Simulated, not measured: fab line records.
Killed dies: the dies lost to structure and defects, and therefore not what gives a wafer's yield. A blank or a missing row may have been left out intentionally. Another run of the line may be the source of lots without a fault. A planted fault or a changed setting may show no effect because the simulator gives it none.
One fault through the eyes of 2 desks + flow rit cmos + each desk holds nothing but its own numbers, with what lay behind them at the end

## THE METROLOGY DESK
What the gauges read, lot by lot, whatever tool the lot ran on: means of the sampled wafers that have a number. If a lot's mean is further than 4 standard deviations from the usual mean, the lot is out of limits and carries the mark OUT (the distance appears in the brackets).
Columns: A = NLDD_RS at RIT_SDANNEAL_RS_MEAS_07, usual 151.6 ohm/sq; B = SILICIDE_TI_RS at RIT_SILICIDE_RS_MEAS_02, usual 47.9 ohm/sq; C = SILICIDE_TI_THK at RIT_SILICIDE_THK_MEAS_03, usual 29.9 nm; D = CONTACT_TEOS_THK at RIT_CONTACT_THK_MEAS_01, usual 405 nm; E = cd nm at RIT_CONTACT_CD_MEAS_08, usual 999.5 nm
| lot  | first seen here | A     | B    | C    | D   | E      |
|------|-----------------|-------|------|------|-----|--------|
| L863 | day 3 04:12     | 152.1 | 48.3 | 29.4 | 402 | 997.8  |
| L869 | day 4 10:13     | 151.1 | 48.1 | 29.7 | 404 | 1000.9 |
| L871 | day 4 19:09     | 151.4 | 47.9 | 29.7 | 405 | 1002.1 |
| L875 | day 5 15:12     | 151.2 | 48.2 | 29.8 | 401 | 1001.5 |
| L878 | day 6 06:57     | 153.7 | 47.8 | 30.0 | 400 | 998.6  |
| L883 | day 7 07:13     | 151.2 | 48.1 | 30.1 | 408 | 1002.5 |
Result from this desk: across the 6 lots, nothing is out of limits.

## THE TOOL OWNER'S DESK: litho track-03
Per lot that ran on this tool, the mean of the sampled wafers carrying a number, from the tool's own readings at RIT_CONTACT_SOFTBAKE_04 (time 60 s). If a lot's mean is further than 4 standard deviations from the usual mean, the lot is out of limits and carries the mark OUT (the distance appears in the brackets).
Columns: A = heater power total W at RIT_CONTACT_SOFTBAKE_04, usual 34.56 W; B = plate temp C at RIT_CONTACT_SOFTBAKE_04, usual 90.01 C; C = resist line temp C at RIT_CONTACT_SOFTBAKE_04, usual 22.98 C
| lot  | first seen here | A               | B               | C     |
|------|-----------------|-----------------|-----------------|-------|
| L863 | day 3 05:15     | 34.52           | 90.09           | 23.01 |
| L869 | day 4 11:18     | 33.44 (-23) OUT | 87.90 (-15) OUT | 22.87 |
| L871 | day 4 20:14     | 33.41 (-23) OUT | 87.94 (-15) OUT | 23.05 |
This desk's verdict: out of limits on L869, L871, starting with L869 at day 4 11:18 (heater power total W at RIT_CONTACT_SOFTBAKE_04). L863 stayed within limits.

## PUT TOGETHER
The tool owner's desk had the chance to raise an alarm at day 4 11:18 on L869, L871.
From the metrology desk's view, nothing was out of limits.
The metrology desk holds a record of L869, L871, inside its limits.
The lots listed all ran RIT_CONTACT_SOFTBAKE_04 on litho track-03.

## WHAT THE SIMULATOR HAD INSERTED
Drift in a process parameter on litho track-03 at RIT_CONTACT_SOFTBAKE_04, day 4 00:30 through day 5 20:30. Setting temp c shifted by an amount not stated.
Shown lots that were struck: L869, L871.
Each desk's first reading out of limits, in hours after the fault started: the tool owner's desk, 11.
